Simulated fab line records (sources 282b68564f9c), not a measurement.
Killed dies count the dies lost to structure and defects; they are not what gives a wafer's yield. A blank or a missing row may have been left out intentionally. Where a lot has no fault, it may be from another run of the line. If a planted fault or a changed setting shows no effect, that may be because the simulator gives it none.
Which of the tools did it?	flow rit-cmos	Sampling: 14 lots, 42 wafers, 2 of 202 route steps

## WHAT EACH GAUGE READ, for each wafer
RIT_NRETRO_TW_MEAS_10. Usual: for NRETRO_TW the level is 1044 and the standard deviation is 12.
lot	measured	on	NRETRO_TW	flag
L382	day 2 15:25	film-metro-02	1028 1024 1030	
L383	day 2 21:11	film-metro-03	1056 1060 1062	
L384	day 3 02:20	film-metro-03	1056 1064 1058	
L385	day 3 08:11	film-metro-03	1063 1060 1067	
L388	day 4 00:51	film-metro-04	1046 1047 1048	
L390	day 4 09:16	film-metro-04	30 30 30 30 30 30	OFF
L391	day 4 12:59	film-metro-04	30 30 30 30 30 30	OFF
L395	day 5 08:39	film-metro-03	1056 1056 1052	
L397	day 5 20:20	film-metro-03	1059 1056 1052	
L398	day 6 02:52	film-metro-03	1052 1049 1052	
L399	day 6 06:53	film-metro-02	1035 1028 1025	
L400	day 6 09:46	film-metro-04	1051 1047 1042	
L401	day 6 14:49	film-metro-04	1047 1052 1041	
L402	day 6 19:54	film-metro-02	1033 1031 1034	

## EACH LOT AND THE TOOL THAT RAN IT (in order: tool; ch and the chambers of the sampled wafers; start)
lot	RIT_PWELL_STRIP_09
L382	plasma-asher-02 ch 0,1, day 2 08:22
L383	plasma-asher-01 ch 0,1, day 2 14:01
L384	plasma-asher-01 ch 0,1, day 2 19:10
L385	plasma-asher-03 ch 0,1, day 3 01:07
L388	plasma-asher-02 ch 0,1, day 3 17:43
L390	plasma-asher-01 ch 0,1, day 4 02:08
L391	plasma-asher-01 ch 0,1, day 4 05:49
L395	plasma-asher-01 ch 0,1, day 5 01:36
L397	plasma-asher-03 ch 0,1, day 5 13:17
L398	plasma-asher-01 ch 0,1, day 5 19:38
L399	plasma-asher-01 ch 0,1, day 5 23:43
L400	plasma-asher-01 ch 0,1, day 6 02:33
L401	plasma-asher-01 ch 0,1, day 6 07:40
L402	plasma-asher-03 ch 0,1, day 6 12:28
- RIT_PWELL_STRIP_09: strips in O2, time 180 s.

## AS READ BY THE TOOLS THEMSELVES (means over the sampled wafers that have a number; for cases with no such wafer, the mark the record gives instead)
RIT_PWELL_STRIP_09. Usual: chamber-pressure-mTorr 4000 mTorr, standard deviation 3.6; drypump-motor-current-A 5.8 A, standard deviation 0.52; rf-refl-power-W 5.8 W, standard deviation 0.98.
lot	tool	chamber-pressure-mTorr (mTorr)	drypump-motor-current-A (A)	rf-refl-power-W (W)	flag
L382	plasma-asher-02	4000	5.6	5.3	
L383	plasma-asher-01	4002	5.6	6.6	
L384	plasma-asher-01	3998	5.6	6.5	
L385	plasma-asher-03	4000	6.3	5.6	
L388	plasma-asher-02	3997	5.6	5.3	
L390	plasma-asher-01	-	-	-	OFF
L391	plasma-asher-01	-	-	-	OFF
L395	plasma-asher-01	4002	5.6	6.6	
L397	plasma-asher-03	4002	5.9	5.9	
L398	plasma-asher-01	4002	6.0	5.8	
L399	plasma-asher-01	3997	6.0	5.7	
L400	plasma-asher-01	4000	5.6	6.6	
L401	plasma-asher-01	4001	6.0	5.7	
L402	plasma-asher-03	4002	6.3	5.6	

## THE ANSWER, worked out from the rows above alone
Rule: a lot is off if the mean of its wafers that have a number lies more than 3 standard deviations from the usual mean. A lot without any number at a reading at which 4 lots or more have one is off too. Where the step has rows for the other lots, those lots are counted as sound. After the gauges, taken in route order, come the tools' own readings; for these a lot's mean is taken, as printed above. At the first step where some lot is off, the reading lying furthest off is the one used; lots without a number count as furthest.
Off: at RIT_NRETRO_TW_MEAS_10 (NRETRO_TW), L390, L391.
A tool fits if, at a process step before that reading, it ran every lot that is off, and no sound lot after the first of them. Not tried: the gauges at RIT_NRETRO_TW_MEAS_10; whatever is off there is also off at RIT_PWELL_STRIP_09, on other tools, and gauge error can't account for it. No candidate that was tried fits.

## WHAT THE SIMULATOR PUT IN
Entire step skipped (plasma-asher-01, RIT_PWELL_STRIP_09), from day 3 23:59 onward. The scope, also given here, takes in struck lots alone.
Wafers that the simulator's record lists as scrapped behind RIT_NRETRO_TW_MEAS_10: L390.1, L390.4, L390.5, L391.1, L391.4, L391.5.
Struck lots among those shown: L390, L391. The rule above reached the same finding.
